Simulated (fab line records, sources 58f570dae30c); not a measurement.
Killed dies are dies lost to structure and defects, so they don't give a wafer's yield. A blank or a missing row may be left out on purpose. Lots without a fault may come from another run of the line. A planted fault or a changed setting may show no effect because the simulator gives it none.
Split-lot experiment | flow berkeley_cmos170 | 5 lots, 27 wafers read, on a route of 331 steps

THE SPLIT
At UCB170_FIELD_OXIDATION_01 (target thk 558.3 nm, ox time 7200 s), the setting ox_time_s was moved away from the recipe's 7200 s on 12 of the 27 wafers read, by -18.5% to +31.7%. The other wafers ran this setting at the recipe's value.

FROM THE SPLIT TO THE READING: what the file shows between them, 9 steps
- UCB170_FIELD_THK_MEAS_02
- UCB170_FIELD_ANNEAL_03: time 1200 s
- UCB170_FIELD_WET_ETCH_04: etches SiO2 in dHF, time 60 s
- UCB170_FIELD_WET_ETCH_05: etches Si3N4 in H3PO4, time 12600 s
- UCB170_FIELD_WET_ETCH_06: etches SiO2 in BOE, time 22 s
- UCB170_FIELD_THK_MEAS_90
- UCB170_SACOX_CLEAN_00: cleans in dHF, time 7.5 s
- UCB170_SACOX_OXIDATION_01: target thk 14.4 nm, ox time 2400 s
- UCB170_GATE_WET_ETCH_00: etches SiO2 in dHF, time 200 s

THE READING
FIELD_OXIDE_LEFT_2_THK, in nm, at UCB170_FIELD_THK_MEAS_91. Fault-free wafers of this fab line usually give 356 nm, standard deviation 9.3 nm.

wafer  | tool, chamber at the split | ox_time_s as run, s | against the recipe | FIELD_OXIDE_LEFT_2_THK, nm | against lot-mates on the recipe
L078.1 | -, -                       | 7200                | recipe             | 360                        | -
L078.2 | -, -                       | 7200                | recipe             | 363                        | -
L078.3 | -, -                       | 7200                | recipe             | 364                        | -
L078.4 | -, -                       | 7200                | recipe             | 367                        | -
L078.5 | -, -                       | 7200                | recipe             | 370                        | -
L078.6 | -, -                       | 7200                | recipe             | 366                        | -
L077.1 | -, -                       | 7200                | recipe             | 364                        | -
L077.2 | -, -                       | 7200                | recipe             | 365                        | -
L077.3 | -, -                       | 7200                | recipe             | 365                        | -
L077.4 | -, -                       | 7200                | recipe             | 365                        | -
L077.5 | -, -                       | 7200                | recipe             | 362                        | -
L077.6 | -, -                       | 7200                | recipe             | 366                        | -
L079.1 | -, -                       | 9480                | +31.7%             | 455                        | no lot-mate on the recipe
L079.2 | -, -                       | 9480                | +31.7%             | 443                        | no lot-mate on the recipe
L079.3 | -, -                       | 9480                | +31.7%             | 448                        | no lot-mate on the recipe
L079.4 | -, -                       | 9480                | +31.7%             | 453                        | no lot-mate on the recipe
L079.5 | -, -                       | 9480                | +31.7%             | 444                        | no lot-mate on the recipe
L079.6 | -, -                       | 9480                | +31.7%             | 448                        | no lot-mate on the recipe
L083.4 | furnace-01, 0              | 7200                | recipe             | 368                        | -
L083.5 | furnace-01, 0              | 7200                | recipe             | 361                        | -
L083.6 | furnace-01, 0              | 7200                | recipe             | 357                        | -
L084.1 | -, -                       | 5865                | -18.5%             | 303                        | no lot-mate on the recipe
L084.2 | -, -                       | 5865                | -18.5%             | 293                        | no lot-mate on the recipe
L084.3 | -, -                       | 5865                | -18.5%             | 295                        | no lot-mate on the recipe
L084.4 | -, -                       | 5865                | -18.5%             | 294                        | no lot-mate on the recipe
L084.5 | -, -                       | 5865                | -18.5%             | 289                        | no lot-mate on the recipe
L084.6 | -, -                       | 5865                | -18.5%             | 298                        | no lot-mate on the recipe

THE FIT
A straight line over all 27 wafers: FIELD_OXIDE_LEFT_2_THK changes by +2.98 nm for each +1% of ox_time_s; r = +0.99; the points scatter about the line by 7.3 nm.
Too few moved wafers have a lot-mate on the recipe to fit a line with each lot's own level taken away.

THE WHOLE CHAIN: every reading that the file lists as answering this split, in the file's order
step                      | what it does                        | reading                                                                            | change (the file's fit)              | r (the file's)
UCB170_FIELD_OXIDATION_01 | target thk 558.3 nm, ox time 7200 s | SiO2_of_FIELD_OXIDATION_01.thk_nm (the simulator's own value, which no gauge read) | +2.97 nm for each +1% of the setting | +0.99
UCB170_FIELD_THK_MEAS_02  |                                     | FIELD_OXIDE_THK                                                                    | +2.97 for each +1% of the setting    | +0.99
UCB170_FIELD_THK_MEAS_90  |                                     | FIELD_OXIDE_LEFT_1_THK                                                             | +2.96 for each +1% of the setting    | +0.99
UCB170_FIELD_THK_MEAS_91  |                                     | FIELD_OXIDE_LEFT_2_THK                                                             | +2.98 for each +1% of the setting    | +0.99

THE FILE'S OWN FIT
FIELD_OXIDE_LEFT_2_THK changes by +2.98 nm for each +1% of ox_time_s, r = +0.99.
